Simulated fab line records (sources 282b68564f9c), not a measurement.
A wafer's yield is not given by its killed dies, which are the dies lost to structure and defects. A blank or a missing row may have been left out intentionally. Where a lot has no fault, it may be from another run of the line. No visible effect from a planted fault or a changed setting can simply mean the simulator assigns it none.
fab line records    flow ritCmos    part 1 of 2: steps 1 to 35 of 43
record: lots: 6  wafers: 18  lastDay: 7
route steps=202 shown SDANNEAL@156 PSD@157 NSD@158 PLDD@159 NLDD@160 SILICIDE@161 CONTACT@168 M1@184
lots that met no fault: from a run of the same line without faults
startH: start of the lot's first displayed wafer, in hours after the record's first day    waitH: time in hours since the lot's previous step    " identical to the entry in the row above    L1.1+2: several wafers, shown together as one row    - no value, or no start given    * or withheld: withheld    < > ~ a bound
route shown NAME@n: names a module that has steps shown in the file, with the first one's number in the route    usual: mean/standard deviation taken from wafers without a fault    same: alike in all rows    chamber/n: place in a boat    sites: readings site by site    _std_site: the values' standard deviation    _edge_site: inner sites' mean taken away from outer sites' mean    radiusMm: for every site, how far away it sits from the centre of the wafer    mask NAME#n: copy n    behind: the last tool/chamber to shape the wafer    hold: why the lot was held/for how many hours/how that ended    device: the transistor (n, p or np) that didn't switch    end of line: the tests these same wafers got at the end of their route    for a step that has no rows: nothing shown but its recipe    killed: the dies lost at the first sort to structure and to defects; this is not the yield of the wafer    map: a wafer's dies, marking killed ones x, the rest . and places with no die _
set.NAME: the setting as run; set.NAME@STEP: as run at that earlier step    model.NAME: the simulator's own value behind a step, which no gauge read
lots at selected steps of the route; one table per step, one row per wafer
services: a tool's chamber out of use, with start hour (startH, from the record's first day; less than 0 if before it), hours out, and reason
== steps ==
step: RIT_SDANNEAL_RTA_03
recipe: tempC: 1050  timeS: 5  idleTempC: 600  rampUpCPerS: 342  rampDownCPerS: 171  coolToC: 600  ambient: N2
usual: wafer_temp_C_max: 1053.7/1.2
lot.wafer  tool          chamber  startH  waitH  wafer_temp_C_max
L636.1     rtpAnneal-02  0        93.74   0.0    1055.8
L636.2     "             0        "       "      1053.5
L636.4     "             0        "       "      1054.5
L641.1     rtpAnneal-01  0        115.16  0.0    1054.8
L641.2     "             0        "       "      1055.5
L641.6     "             0        "       "      1054.7
L647.1     rtpAnneal-01  0        145.42  0.0    1052.4
L647.2     "             0        "       "      1054.1
L647.5     "             0        "       "      1053.5
L650.1     rtpAnneal-02  0        158.50  0.0    1055.2
L650.3     "             0        "       "      1051.8
L650.4     "             0        "       "      1054.4
L651.2     rtpAnneal-01  0        162.54  0.0    1054.0
L651.4     "             0        "       "      1052.2
L651.5     "             0        "       "      1053.8
L652.1     rtpAnneal-02  0        169.60  0.0    1052.4
L652.3     "             0        "       "      1053.0
L652.4     "             0        "       "      1053.9
step: RIT_SDANNEAL_RS_MEAS_04
recipe: thkMeasGauge: four-point-probe
usual: PSD_RS: 115.9/0.32
lot.wafer  tool          chamber  startH  waitH  PSD_RS[ohm/sq]
L636.1     filmMetro-01  -        93.80   0.0    115.6
L636.2     "             -        "       "      116.1
L636.4     "             -        "       "      116.2
L641.1     filmMetro-01  -        115.22  0.0    115.5
L641.2     "             -        "       "      115.5
L641.6     "             -        "       "      115.4
L647.1     filmMetro-01  -        145.47  0.0    115.7
L647.2     "             -        "       "      115.9
L647.5     "             -        "       "      115.8
L650.1     filmMetro-03  -        158.55  0.0    116.0
L650.3     "             -        "       "      115.9
L650.4     "             -        "       "      116.0
L651.2     filmMetro-01  -        162.61  0.1    115.9
L651.4     "             -        "       "      115.9
L651.5     "             -        "       "      115.8
L652.1     filmMetro-01  -        169.66  0.0    116.7
L652.3     "             -        "       "      116.3
L652.4     "             -        "       "      115.8
step: RIT_SDANNEAL_RS_MEAS_05
recipe: thkMeasGauge: four-point-probe
usual: NSD_RS: 84.5/0.33
lot.wafer  tool          chamber  startH  waitH  NSD_RS[ohm/sq]
L636.1     filmMetro-01  -        93.92   0.1    84.3
L636.2     "             -        "       "      84.3
L636.4     "             -        "       "      83.9
L641.1     filmMetro-01  -        115.34  0.1    84.7
L641.2     "             -        "       "      84.6
L641.6     "             -        "       "      84.9
L647.1     filmMetro-01  -        145.59  0.1    84.4
L647.2     "             -        "       "      84.2
L647.5     "             -        "       "      84.3
L650.1     filmMetro-03  -        158.67  0.1    84.4
L650.3     "             -        "       "      84.5
L650.4     "             -        "       "      84.4
L651.2     filmMetro-01  -        162.73  0.1    84.2
L651.4     "             -        "       "      84.3
L651.5     "             -        "       "      84.5
L652.1     filmMetro-01  -        169.78  0.1    84.3
L652.3     "             -        "       "      84.3
L652.4     "             -        "       "      83.8
step: RIT_SDANNEAL_RS_MEAS_06
recipe: thkMeasGauge: four-point-probe
usual: PLDD_RS: 178.7/0.52
lot.wafer  tool          chamber  startH  waitH  PLDD_RS[ohm/sq]
L636.1     filmMetro-01  -        94.04   0.1    178.3
L636.2     "             -        "       "      179.0
L636.4     "             -        "       "      178.4
L641.1     filmMetro-01  -        115.46  0.1    178.3
L641.2     "             -        "       "      178.0
L641.6     "             -        "       "      177.9
L647.1     filmMetro-01  -        145.71  0.1    178.2
L647.2     "             -        "       "      178.9
L647.5     "             -        "       "      178.2
L650.1     filmMetro-03  -        158.79  0.1    178.9
L650.3     "             -        "       "      178.6
L650.4     "             -        "       "      178.8
L651.2     filmMetro-01  -        162.85  0.1    178.8
L651.4     "             -        "       "      178.4
L651.5     "             -        "       "      179.0
L652.1     filmMetro-01  -        169.90  0.1    178.7
L652.3     "             -        "       "      178.7
L652.4     "             -        "       "      178.5
step: RIT_SDANNEAL_RS_MEAS_07
recipe: thkMeasGauge: four-point-probe
usual: NLDD_RS: 151.6/0.53
lot.wafer  tool          chamber  startH  waitH  NLDD_RS[ohm/sq]
L636.1     filmMetro-01  -        94.16   0.1    150.7
L636.2     "             -        "       "      150.7
L636.4     "             -        "       "      150.8
L641.1     filmMetro-01  -        115.58  0.1    151.5
L641.2     "             -        "       "      151.6
L641.6     "             -        "       "      151.8
L647.1     filmMetro-01  -        145.83  0.1    151.3
L647.2     "             -        "       "      151.3
L647.5     "             -        "       "      151.7
L650.1     filmMetro-03  -        158.91  0.1    151.1
L650.3     "             -        "       "      152.1
L650.4     "             -        "       "      151.6
L651.2     filmMetro-01  -        162.97  0.1    151.5
L651.4     "             -        "       "      152.1
L651.5     "             -        "       "      151.6
L652.1     filmMetro-01  -        170.02  0.1    152.1
L652.3     "             -        "       "      152.4
L652.4     "             -        "       "      151.6
step: RIT_SILICIDE_WET_ETCH_00
recipe: chemistry: BOE  target: SiO2  targetDepthNm: 14  timeS: 15  dry: n2Spin  dilution: 10:1  tempC: 21.5
step: RIT_SILICIDE_SPUTTER_01
recipe: material: Ti  targetThkNm: 30  powerW: 350  chamberPressurePa: 0.667  gas: Ar  timeS: 240  substrateTempC: 25
usual: cathodeDcPowerW: 350.00/0.064  substrateTempC: 25.01/0.11  throttleValvePct: 30.1/1
lot.wafer  tool           chamber  startH  waitH  cathodeDcPowerW  substrateTempC  throttleValvePct
L636.1     pvdSputter-01  -        94.29   0.0    350.12           24.91           30.2
L636.2     "              -        "       "      349.90           25.18           29.7
L636.4     "              -        "       "      349.81           25.03           29.3
L641.1     pvdSputter-03  -        115.71  0.0    350.02           25.05           32.1
L641.2     "              -        "       "      350.00           24.97           31.4
L641.6     "              -        "       "      350.01           24.98           31.4
L647.1     pvdSputter-03  -        145.97  0.0    350.04           25.28           31.2
L647.2     "              -        "       "      349.95           25.11           29.3
L647.5     "              -        "       "      350.01           24.99           29.5
L650.1     pvdSputter-01  -        159.05  0.0    349.89           25.10           29.8
L650.3     "              -        "       "      349.92           25.07           29.6
L650.4     "              -        "       "      350.01           25.10           29.4
L651.2     pvdSputter-03  -        163.08  0.0    349.96           25.06           31.7
L651.4     "              -        "       "      349.94           25.05           29.2
L651.5     "              -        "       "      349.95           25.14           28.9
L652.1     pvdSputter-03  -        170.15  0.0    349.91           24.91           32.2
L652.3     "              -        "       "      350.03           25.12           31.1
L652.4     "              -        "       "      349.98           25.06           28.9
step: RIT_SILICIDE_RS_MEAS_02
recipe: thkMeasGauge: four-point-probe  reads: Ti_of_SILICIDE_SPUTTER_01
usual: SILICIDE_TI_RS: 47.9/0.65
lot.wafer  tool          chamber  startH  waitH  SILICIDE_TI_RS[ohm/sq]
L636.1     filmMetro-03  -        94.44   0.1    47.0
L636.2     "             -        "       "      47.7
L636.4     "             -        "       "      47.6
L641.1     filmMetro-03  -        115.86  0.1    47.2
L641.2     "             -        "       "      47.0
L641.6     "             -        "       "      46.7
L647.1     filmMetro-04  -        146.12  0.1    47.3
L647.2     "             -        "       "      47.6
L647.5     "             -        "       "      47.1
L650.1     filmMetro-01  -        159.20  0.1    48.8
L650.3     "             -        "       "      47.4
L650.4     "             -        "       "      48.3
L651.2     filmMetro-03  -        163.25  0.1    48.0
L651.4     "             -        "       "      47.4
L651.5     "             -        "       "      47.6
L652.1     filmMetro-04  -        170.30  0.1    48.4
L652.3     "             -        "       "      47.7
L652.4     "             -        "       "      48.5
step: RIT_SILICIDE_THK_MEAS_03
recipe: thkMeasGauge: xrf  reads: Ti_of_SILICIDE_SPUTTER_01
usual: SILICIDE_TI_THK: 29.6/0.33
lot.wafer  tool          chamber  startH  waitH  SILICIDE_TI_THK[nm]
L636.1     filmMetro-03  -        94.56   0.1    30.2
L636.2     "             -        "       "      29.8
L636.4     "             -        "       "      29.9
L641.1     filmMetro-03  -        115.98  0.1    30.0
L641.2     "             -        "       "      29.9
L641.6     "             -        "       "      30.2
L647.1     filmMetro-04  -        146.24  0.1    29.9
L647.2     "             -        "       "      29.8
L647.5     "             -        "       "      29.8
L650.1     filmMetro-01  -        159.32  0.1    29.1
L650.3     "             -        "       "      29.9
L650.4     "             -        "       "      29.5
L651.2     filmMetro-03  -        163.36  0.1    29.6
L651.4     "             -        "       "      29.7
L651.5     "             -        "       "      29.7
L652.1     filmMetro-04  -        170.42  0.1    29.5
L652.3     "             -        "       "      29.9
L652.4     "             -        "       "      29.6
step: RIT_SILICIDE_RTA_04
recipe: tempC: 650  timeS: 10  idleTempC: 25  rampUpS: 5  rampDownS: 5  coolToC: 25  ambient: N2
usual: wafer_temp_C_max: 654.5/0.91
lot.wafer  tool          chamber  startH  waitH  wafer_temp_C_max
L636.1     rtpAnneal-01  0        94.62   0.1    653.7
L636.2     "             0        "       "      653.7
L636.4     "             0        "       "      654.1
L641.1     rtpAnneal-02  0        116.04  0.1    654.3
L641.2     "             0        "       "      655.9
L641.6     "             0        "       "      656.3
L647.1     rtpAnneal-02  0        146.30  0.1    656.6
L647.2     "             0        "       "      655.9
L647.5     "             0        "       "      655.2
L650.1     rtpAnneal-01  0        159.38  0.1    653.6
L650.3     "             0        "       "      652.7
L650.4     "             0        "       "      653.6
L651.2     rtpAnneal-02  0        163.43  0.1    654.9
L651.4     "             0        "       "      655.5
L651.5     "             0        "       "      654.2
L652.1     rtpAnneal-01  0        170.48  0.1    654.5
L652.3     "             0        "       "      654.5
L652.4     "             0        "       "      654.4
step: RIT_SILICIDE_WET_ETCH_05
recipe: chemistry: SPM  target: Ti  tempC: 90  timeS: 120  dry: n2Spin
step: RIT_SILICIDE_RTA_06
recipe: tempC: 750  timeS: 10  idleTempC: 25  rampUpS: 5  rampDownS: 10  coolToC: 25  ambient: N2
usual: wafer_temp_C_max: 755.3/1.1
lot.wafer  tool          chamber  startH  waitH  wafer_temp_C_max
L636.1     rtpAnneal-02  0        94.73   0.0    755.8
L636.2     "             0        "       "      754.5
L636.4     "             0        "       "      755.3
L641.1     rtpAnneal-01  0        116.15  0.0    754.8
L641.2     "             0        "       "      754.5
L641.6     "             0        "       "      755.0
L647.1     rtpAnneal-01  0        146.40  0.0    754.1
L647.2     "             0        "       "      754.3
L647.5     "             0        "       "      755.3
L650.1     rtpAnneal-02  0        159.48  0.0    754.1
L650.3     "             0        "       "      755.7
L650.4     "             0        "       "      755.4
L651.2     rtpAnneal-01  0        163.53  0.0    756.9
L651.4     "             0        "       "      754.7
L651.5     "             0        "       "      756.7
L652.1     rtpAnneal-02  0        170.59  0.0    753.5
L652.3     "             0        "       "      755.8
L652.4     "             0        "       "      755.9
step: RIT_CONTACT_CVD_00
recipe: material: SiO2  targetThkNm: 400  precursor: TEOS  tempC: 390  timeS: 61  rfW: 400
usual: heaterPowerW: 352/57  rfFwdPowerW: 396.2/1.6
lot.wafer  tool      chamber  startH  waitH  heaterPowerW  rfFwdPowerW  model.SiO2_of_CONTACT_CVD_00.thkNm
L636.1     pecvd-01  1        94.80   0.1    301           393.1        396.4
L636.2     "         0        "       "      390           396.9        395.2
L636.4     "         1        "       "      317           395.0        403.2
L641.1     pecvd-03  0        116.21  0.1    333           398.6        405.9
L641.2     "         1        "       "      353           395.2        394.3
L641.6     "         1        "       "      353           395.6        399.1
L647.1     pecvd-03  2        146.47  0.1    303           394.3        413.4
L647.2     "         0        "       "      334           397.4        420
L647.5     "         1        "       "      339           396.9        417.3
L650.1     pecvd-03  0        159.55  0.1    289           396.2        422.7
L650.3     "         1        "       "      356           394.4        417.2
L650.4     "         0        "       "      295           395.9        428.4
L651.2     pecvd-01  1        163.59  0.0    335           395.1        397.1
L651.4     "         2        "       "      408           398.3        395.6
L651.5     "         1        "       "      344           395.1        399.1
L652.1     pecvd-02  0        170.66  0.1    416           399.9        400.6
L652.3     "         2        "       "      381           393.2        394.7
L652.4     "         0        "       "      434           397.5        404.5
step: RIT_CONTACT_THK_MEAS_01
recipe: reads: SiO2_of_CONTACT_CVD_00
usual: CONTACT_TEOS_THK: 401/5
lot.wafer  tool          chamber  startH  waitH  CONTACT_TEOS_THK[nm]
L636.1     filmMetro-04  -        94.85   0.0    397
L636.2     "             -        "       "      395
L636.4     "             -        "       "      403
L641.1     filmMetro-04  -        116.26  0.0    406
L641.2     "             -        "       "      395
L641.6     "             -        "       "      399
L647.1     filmMetro-02  -        146.52  0.0    413
L647.2     "             -        "       "      420
L647.5     "             -        "       "      417
L650.1     filmMetro-01  -        159.60  0.0    422
L650.3     "             -        "       "      418
L650.4     "             -        "       "      429
L651.2     filmMetro-01  -        163.65  0.0    397
L651.4     "             -        "       "      395
L651.5     "             -        "       "      399
L652.1     filmMetro-01  -        170.71  0.0    401
L652.3     "             -        "       "      395
L652.4     "             -        "       "      404
step: RIT_CONTACT_HMDS_02
recipe: primeTimeS: 60  primeTempC: 140
step: RIT_CONTACT_COAT_03
recipe: resist: NOVOLAK  spinRpm: 3250  resistThkNm: 1000
step: RIT_CONTACT_SOFTBAKE_04
recipe: resist: NOVOLAK  tempC: 90  timeS: 60
step: RIT_CONTACT_EXPOSE_05
recipe: maskId: M11  na: 0.6  sourceShape: conventional  sigmaOuter: 0.5  targetCdNm: 1000  doseMj: 250
step: RIT_CONTACT_PEB_06
recipe: resist: NOVOLAK  tempC: withheld  timeS: withheld
step: RIT_CONTACT_DEVELOP_07
recipe: resist: NOVOLAK  developTimeS: 120  devTempC: 23
step: RIT_CONTACT_CD_MEAS_08
recipe: targetCdNm: 1000
usual: cdNm: 998.9/2.1
lot.wafer  tool      chamber  startH  waitH  cdNm
L636.1     cdSem-01  -        96.00   -      999.7
L636.2     "         -        "       "      999.8
L636.4     "         -        "       "      999.9
L641.1     cdSem-01  -        117.45  -      1001.2
L641.2     "         -        "       "      999.8
L641.6     "         -        "       "      999.9
L647.1     cdSem-02  -        147.55  -      1000.5
L647.2     "         -        "       "      1001.3
L647.5     "         -        "       "      1000.5
L650.1     cdSem-01  -        160.63  -      996.7
L650.3     "         -        "       "      994.2
L650.4     "         -        "       "      994.8
L651.2     cdSem-02  -        164.69  -      998.4
L651.4     "         -        "       "      999.1
L651.5     "         -        "       "      999.3
L652.1     cdSem-02  -        171.86  -      994.3
L652.3     "         -        "       "      994.4
L652.4     "         -        "       "      995.2
step: RIT_CONTACT_OVL_MEAS_09
usual: CONTACT_OVL: 0.6/1.2
lot.wafer  tool        chamber  startH  waitH  CONTACT_OVL[nm]
L636.1     overlay-01  -        96.12   0.1    2.2
L636.2     "           -        "       "      2.4
L636.4     "           -        "       "      1.8
L641.1     overlay-01  -        117.57  0.1    0.6
L641.2     "           -        "       "      0.6
L641.6     "           -        "       "      0.3
L647.1     overlay-01  -        147.67  0.1    0.8
L647.2     "           -        "       "      2.3
L647.5     "           -        "       "      -0.5
L650.1     overlay-01  -        160.75  0.1    0.0
L650.3     "           -        "       "      -1.4
L650.4     "           -        "       "      -0.6
L651.2     overlay-01  -        164.79  0.1    -0.8
L651.4     "           -        "       "      2.1
L651.5     "           -        "       "      1.3
L652.1     overlay-02  -        171.98  0.1    0.7
L652.3     "           -        "       "      2.8
L652.4     "           -        "       "      0.5
step: RIT_CONTACT_HARDBAKE_10
recipe: resist: NOVOLAK  tempC: 140  timeS: 60
step: RIT_CONTACT_ETCH_11
recipe: targetDepthA: 4800  overEtchFrac: 0.2  stopOn: TiSi2  chemistry: CHF3/CF4/Ar  target: SiO2  CHF3_flow_sccm: 50  cf4FlowSccm: 10  Ar_flow_sccm: 100  O2_flow_sccm: 5  pressureMtorr: 100  rfW: 200  timeS: 320
usual: drypumpMotorCurrentA: 5.6/0.58  oesProductAu: 0.992/0.015  rfFwdPowerW: 199.4/0.6  throttleValvePct: 8.82/0.13
lot.wafer  tool        chamber  startH  waitH  drypumpMotorCurrentA  oesProductAu  rfFwdPowerW  rfHoursCounterH  throttleValvePct  model.etch.depthNm  model.CONTACT.featureDepthNm
L636.1     rieDiel-03  0        96.31   0.1    5.2                   0.992         200.7        23               8.78              396.4               396.4
L636.2     "           1        "       "      5.3                   0.984         199.5        9                8.75              395.2               395.2
L636.4     "           3        "       "      4.9                   1.010         200.4        54               8.59              403.2               403.2
L641.1     rieDiel-04  2        117.76  0.1    6.5                   0.987         199.5        1                8.81              405.9               405.9
L641.2     "           1        "       "      4.8                   0.986         200.0        135              8.71              394.3               394.3
L641.6     "           2        "       "      6.5                   0.987         200.1        -                8.84              399.1               399.1
L647.1     rieDiel-02  1        147.85  0.1    5.7                   0.968         199.1        55               8.92              413.4               413.4
L647.2     "           3        "       "      5.9                   1.018         199.2        96               8.98              420                 420
L647.5     "           3        "       "      6.0                   1.022         199.1        -                8.99              417.3               417.3
L650.1     rieDiel-04  3        160.93  0.1    5.9                   1.002         199.4        38               8.81              422.7               422.7
L650.3     "           1        "       "      4.8                   0.996         200.2        136              8.69              417.2               417.2
L650.4     "           0        "       "      5.7                   0.978         199.4        -                8.92              428.4               428.4
L651.2     rieDiel-03  1        164.97  0.1    5.3                   0.981         199.7        11               8.74              397.1               397.1
L651.4     "           3        "       "      4.9                   1.011         199.0        56               8.59              395.6               395.6
L651.5     "           0        "       "      5.2                   0.993         199.8        -                8.79              399.1               399.1
L652.1     rieDiel-02  0        172.17  0.1    5.2                   1.012         198.9        54               8.78              400.6               400.6
L652.3     "           3        "       "      6.0                   1.017         199.2        96               8.98              394.7               394.7
L652.4     "           0        "       "      5.3                   1.023         200.5        -                8.77              404.5               404.5
step: RIT_CONTACT_STRIP_12
recipe: chemistry: O2  timeS: 180  resist: NOVOLAK  platenTempC: withheld  powerW: 500  pressureMtorr: 4000  o2FlowSccm: 4000
usual: drypumpMotorCurrentA: 5.4/0.48
lot.wafer  tool            chamber  startH  waitH  drypumpMotorCurrentA  rfHoursCounterH
L636.1     plasmaAsher-04  0        96.50   0.1    4.8                   52
L636.2     "               1        "       "      5.2                   52
L636.4     "               0        "       "      4.8                   -
L641.1     plasmaAsher-02  1        117.95  0.1    4.9                   29
L641.2     "               0        "       "      6.5                   29
L641.6     "               1        "       "      5.0                   -
L647.1     plasmaAsher-04  1        148.05  0.1    5.2                   58
L647.2     "               0        "       "      4.8                   58
L647.5     "               1        "       "      5.2                   -
L650.1     plasmaAsher-04  0        161.13  0.1    4.8                   61
L650.3     "               1        "       "      5.2                   -
L650.4     "               0        "       "      4.8                   -
L651.2     plasmaAsher-03  0        165.17  0.1    5.8                   56
L651.4     "               1        "       "      5.4                   -
L651.5     "               0        "       "      5.8                   -
L652.1     plasmaAsher-03  0        172.36  0.1    5.8                   56
L652.3     "               0        "       "      5.8                   -
L652.4     "               1        "       "      5.4                   -
step: RIT_CONTACT_CD_MEAS_90
recipe: targetCdNm: 1000
usual: cdNm: 999.0/2.1
lot.wafer  tool      chamber  startH  waitH  cdNm
L636.1     cdSem-02  -        96.68   0.1    1000.3
L636.2     "         -        "       "      1000.4
L636.4     "         -        "       "      999.8
L641.1     cdSem-01  -        118.13  0.1    1001.4
L641.2     "         -        "       "      999.9
L641.6     "         -        "       "      1000.0
L647.1     cdSem-02  -        148.22  0.1    1001.1
L647.2     "         -        "       "      1002.0
L647.5     "         -        "       "      1000.3
L650.1     cdSem-01  -        161.30  0.1    996.3
L650.3     "         -        "       "      994.0
L650.4     "         -        "       "      994.6
L651.2     cdSem-01  -        165.36  0.1    998.8
L651.4     "         -        "       "      999.0
L651.5     "         -        "       "      999.7
L652.1     cdSem-01  -        172.54  0.1    993.5
L652.3     "         -        "       "      995.0
L652.4     "         -        "       "      994.8
step: RIT_CONTACT_CLEAN_13
recipe: chemistry: SC1  mix: 3:3:50  timeS: 600  tempC: 75
step: RIT_CONTACT_CLEAN_14
recipe: chemistry: SC2  mix: 3:3:50  timeS: 600  tempC: 75  dry: n2Spin
step: RIT_M1_SPUTTER_00
recipe: material: Al  targetThkNm: 400  powerW: 2000  chamberPressurePa: 0.4  gas: Ar  timeS: 500  substrateTempC: 25
step: RIT_M1_RS_MEAS_01
recipe: thkMeasGauge: four-point-probe  reads: Al_of_M1_SPUTTER_00
usual: M1_AL_RS: 0.0733/0.00079
lot.wafer  tool          chamber  startH  waitH  M1_AL_RS[ohm/sq]
L636.1     filmMetro-03  -        97.44   0.1    0.0727
L636.2     "             -        "       "      0.0738
L636.4     "             -        "       "      0.0735
L641.1     filmMetro-03  -        118.91  0.1    0.0728
L641.2     "             -        "       "      0.0737
L641.6     "             -        "       "      0.0736
L647.1     filmMetro-03  -        148.99  0.1    0.0722
L647.2     "             -        "       "      0.0723
L647.5     "             -        "       "      0.0719
L650.1     filmMetro-03  -        162.08  0.1    0.0726
L650.3     "             -        "       "      0.0726
L650.4     "             -        "       "      0.0731
L651.2     filmMetro-03  -        166.13  0.2    0.0722
L651.4     "             -        "       "      0.0713
L651.5     "             -        "       "      0.0724
L652.1     filmMetro-03  -        173.32  0.1    0.0733
L652.3     "             -        "       "      0.0737
L652.4     "             -        "       "      0.0741
step: RIT_M1_THK_MEAS_02
recipe: thkMeasGauge: xrf  reads: Al_of_M1_SPUTTER_00
usual: M1_AL_THK: 402/4.5
lot.wafer  tool          chamber  startH  waitH  M1_AL_THK[nm]
L636.1     filmMetro-03  -        97.56   0.1    406
L636.2     "             -        "       "      400
L636.4     "             -        "       "      399
L641.1     filmMetro-03  -        119.03  0.1    404
L641.2     "             -        "       "      400
L641.6     "             -        "       "      402
L647.1     filmMetro-03  -        149.11  0.1    408
L647.2     "             -        "       "      407
L647.5     "             -        "       "      410
L650.1     filmMetro-03  -        162.20  0.1    407
L650.3     "             -        "       "      407
L650.4     "             -        "       "      403
L651.2     filmMetro-03  -        166.24  0.1    407
L651.4     "             -        "       "      413
L651.5     "             -        "       "      406
L652.1     filmMetro-03  -        173.44  0.1    404
L652.3     "             -        "       "      402
L652.4     "             -        "       "      399
step: RIT_M1_HMDS_03
recipe: primeTimeS: 60  primeTempC: 140
step: RIT_M1_COAT_04
recipe: resist: NOVOLAK  spinRpm: 2000  resistThkNm: 1300
step: RIT_M1_SOFTBAKE_05
recipe: resist: NOVOLAK  tempC: 90  timeS: 60
step: RIT_M1_EXPOSE_06
recipe: maskId: M12  na: 0.6  sourceShape: conventional  sigmaOuter: 0.5  targetCdNm: 2600  doseMj: 250
== key ==
firstSign: step: RIT_CONTACT_THK_MEAS_01  reading: CONTACT_TEOS_THK  direction: up  sigmas: 3.8  usual: 401  struck: 420
effect none on later readings
modelEffect: step: RIT_CONTACT_CVD_00  value: SiO2_of_CONTACT_CVD_00.thkNm  without: 403.5  struck: 419.8
modelEffect: step: RIT_CONTACT_ETCH_11  value: etch.depthNm  without: 403.5  struck: 419.8
modelEffect: step: RIT_M1_METAL_ETCH_12  value: SiO2_of_CONTACT_CVD_00.thkNm  without: 366.5  struck: 382.9
metAt RIT_CONTACT_CVD_00
struckWafers L647.1,L647.2,L647.5,L650.1,L650.3,L650.4
testerLeftOut L647,L650
onsetBetween 116.21 146.47
fault: kind: processParameterDrift  tool: pecvd-03  chamber: -  onsetH: 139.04  steps: RIT_CONTACT_CVD_00  channel: targetThkNm  offset: 16.392  shape: step  endH: 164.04  stated: 400
testerLeftOut: of these lots the tester's yield and bins aren't shown, on N5 and GAA mostly nor the transistor test; their killed dies are dies lost to structure and defects alone, not to doping, threshold or leakage, so they don't give the yield
